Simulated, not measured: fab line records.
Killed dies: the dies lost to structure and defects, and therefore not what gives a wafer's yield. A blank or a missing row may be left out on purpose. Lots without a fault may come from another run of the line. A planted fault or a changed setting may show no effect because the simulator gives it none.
One fault seen from 2 desks	flow berkeley-cmos170	only its own numbers are on each desk; what lay behind them is given at the end

== THE TOOL OWNER'S DESK: lpcvd-02 ==
The tool's own readings at UCB170_GATE_CVD_04 (deposits poly-Si from SiH4, time 1440 s, target thk 214 nm): means of the sampled wafers that have a number, for each lot that ran on this tool. Marked OUT: a lot whose mean sits more than 4 standard deviations from the usual mean, which makes it out of limits; the brackets give that distance.
Columns: A = pressure-mtorr at UCB170_GATE_CVD_04, usual 374.7 mTorr; B = sih4-flow-sccm at UCB170_GATE_CVD_04, usual 120.0 sccm; C = zone-power-load-pct at UCB170_GATE_CVD_04, usual 12.1 %
lot	first seen here	A	B	C
L312	day 6 19:49	375.3	120.0	11.4
L313	day 6 19:49	374.2	119.9	13.3
L315	day 6 19:49	375.0	119.8	11.4
L318	day 7 19:50	374.4	119.9	11.3
L329	day 10 00:10	373.8	120.3	13.4
Finding of this desk: none of the 5 lots has anything out of limits.

== THE METROLOGY DESK ==
Lot by lot, what the gauges showed, no matter which tool ran the lot: averages of those sampled wafers that carry a number. Marked OUT: a lot whose mean sits more than 4 standard deviations from the usual mean, which makes it out of limits; the brackets give that distance.
Columns: A = NWELL_OVL at UCB170_NWELL_OVL_MEAS_12, usual -1 nm; B = NWELL_TW at UCB170_NWELL_TW_MEAS_16, usual 1249; C = ACTIVE_NITRIDE_THK at UCB170_ACTIVE_THK_MEAS_06, usual 219.1 nm; D = cd-nm at UCB170_GATE_CD_MEAS_90, usual 349.5 nm
lot	first seen here	A	B	C	D
L311	day 2 10:21	4	1255	220.7	350.5
L312	day 2 16:24	-4	1249	222.2	352.1
L313	day 3 01:21	1	1251	220.2	349.3
L315	day 3 09:11	-2	1246	220.0	348.1
L317	day 3 14:22	0	1250	220.7	350.6
L318	day 3 21:50	-4	1256	219.5	349.4
L322	day 4 14:23	-8	1253	216.9	-
L323	day 4 22:04	1	1249	218.2	-
L328	day 5 20:03	0	1233	218.8	349.4
L329	day 6 04:39	2	1258	219.5	348.5
L330	day 6 08:46	14	1239	218.3	346.6
L331	day 6 12:12	-6	1251	215.9	348.2
L333	day 6 23:37	-8	1249	218.4	350.3
L334	day 7 04:24	-4	1249	220.2	348.6
Finding of this desk: none of the 14 lots has anything out of limits.

== PUT TOGETHER ==
The tool owner's desk saw nothing out of limits.
Metrology desk: nothing out of limits seen.

== WHAT WAS PUT IN BY THE SIMULATOR ==
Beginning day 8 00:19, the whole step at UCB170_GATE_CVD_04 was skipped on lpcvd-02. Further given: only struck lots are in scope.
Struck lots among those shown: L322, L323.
